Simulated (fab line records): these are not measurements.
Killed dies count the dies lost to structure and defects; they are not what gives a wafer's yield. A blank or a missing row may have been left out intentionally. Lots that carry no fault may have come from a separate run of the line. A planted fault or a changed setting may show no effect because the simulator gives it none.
A lot that was struck, set against a sound lot + flow berkeley_cmos170 + 16 out of 331 route steps
Sound: these wafers, L412.2, L412.4, L412.5. Struck: wafer L404.6 (left out: L404.2, L404.4 of the same lot, which were not struck); the cause appears at the end.
Order at every step that has rows: each side's tool, ch and its chambers, its first start. Under that, the readings that differ: sound wafers + struck wafers + difference of the means + sigmas: that difference in standard deviations of wafers without a fault.
alike: a reading whose means differ by less than 2 such deviations, as well as words and numbers matching on both sides. not compared: withheld readings; readings where some wafer has no value; bounds like >300 that might hide an equal value; numbers whose values overlap and for which the record gives no deviation.
Wherever a step has rows on one side only, a row that says differs or no value, or a row with sigmas, the two part there. Non-overlapping numbers with no deviation appear without sigmas and do not part them. Lack of a reading on every wafer of one side parts them only where that side has two or more wafers.

UCB170_V1_CMP_02: polishes SiO2.
  sound on cmp-01 ch 1,2,3, day 10 20:28; struck on cmp-02 ch 3, day 9 00:49
  alike: motor_current_A, slurry_flow_ml_min
UCB170_V1_BOW_MEAS_03:
  sound on film_metro-01, day 10 20:47; struck on film_metro-03, day 9 01:08
  alike: V1_BOW
UCB170_V1_THK_MEAS_04:
  sound on film_metro-01, day 10 20:53; struck on film_metro-03, day 9 01:14
  alike: V1_POLISHED_THK
then, 7 steps without rows for these wafers: UCB170_V1_CLEAN_05 (cleans in DIW); UCB170_V1_HMDS_06 (prime time 60 s); UCB170_V1_COAT_07 (resist thk 900 nm); UCB170_V1_SOFTBAKE_08 (time 60 s); UCB170_V1_EXPOSE_09 (exposes mask VIA1, target cd 700 nm); UCB170_V1_PEB_10; UCB170_V1_DEVELOP_11 (develop time 45 s).
UCB170_V1_CD_MEAS_12 targets a cd of 700 nm.
  sound on cd_sem-02, day 10 22:40; struck on cd_sem-02, day 9 02:34
  alike: cd_nm
UCB170_V1_OVL_MEAS_13:
  sound on overlay-01, day 10 22:46; struck on overlay-01, day 9 02:40
  alike: V1_OVL
UCB170_V1_ETCH_14: etches SiO2 in CHF3/CF4/Ar, stops on Al, target depth 1250 nm, time 291 s.
  sound on rie_diel-02 ch 0,3, day 10 22:47; struck on rie_diel-04 ch 1, day 9 02:42
| reading                             | sound             | struck | difference | sigmas |
|-------------------------------------|-------------------|--------|------------|--------|
| oes_product_au (a.u.)               | 0.845 0.876 0.850 | 0.750  | -0.107     | -8     |
| model.V1.feature_depth_nm (nm)      | 1000 1001 1000    | 789.2  | -211.1     |        |
| model.etch.depth_nm (nm)            | 1000 1001 1000    | 789.2  | -211.1     |        |
| model.KrF_of_V1_COAT_07.thk_nm (nm) | 614.9 618.2 615.6 | 717.7  | +101.5     |        |
  alike: drypump_motor_current_A, throttle_valve_pct
  not compared: rf_hours_counter_h
UCB170_V1_STRIP_15: strips in O2.
  sound on plasma_asher-04 ch 0, day 10 22:58; struck on plasma_asher-04 ch 0, day 9 02:53
| reading                      | sound             | struck | difference | sigmas |
|------------------------------|-------------------|--------|------------|--------|
| strip_time_to_endpoint_s (s) | 15.41 15.49 15.45 | 17.82  | +2.37      | +18    |
  alike: drypump_motor_current_A, oes_product_au
  not compared: rf_hours_counter_h
UCB170_V1_CD_MEAS_90 targets a cd of 700 nm.
  sound on cd_sem-01, day 10 23:05; struck on cd_sem-01, day 9 03:00
| reading    | sound             | struck | difference | sigmas |
|------------|-------------------|--------|------------|--------|
| cd_nm (nm) | 697.8 699.5 698.7 | 693.0  | -5.7       | -3     |
then, 1 step without rows for these wafers: UCB170_M2_PRE_CLEAN_00 (preclean etch time 60 s).

## WHERE THEY PART
At UCB170_V1_ETCH_14 first; at UCB170_V1_CD_MEAS_90 last (within this record only).

WHY: what had been put in by the simulator
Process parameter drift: rie_diel-04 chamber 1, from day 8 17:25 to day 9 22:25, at UCB170_V1_ETCH_14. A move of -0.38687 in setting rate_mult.
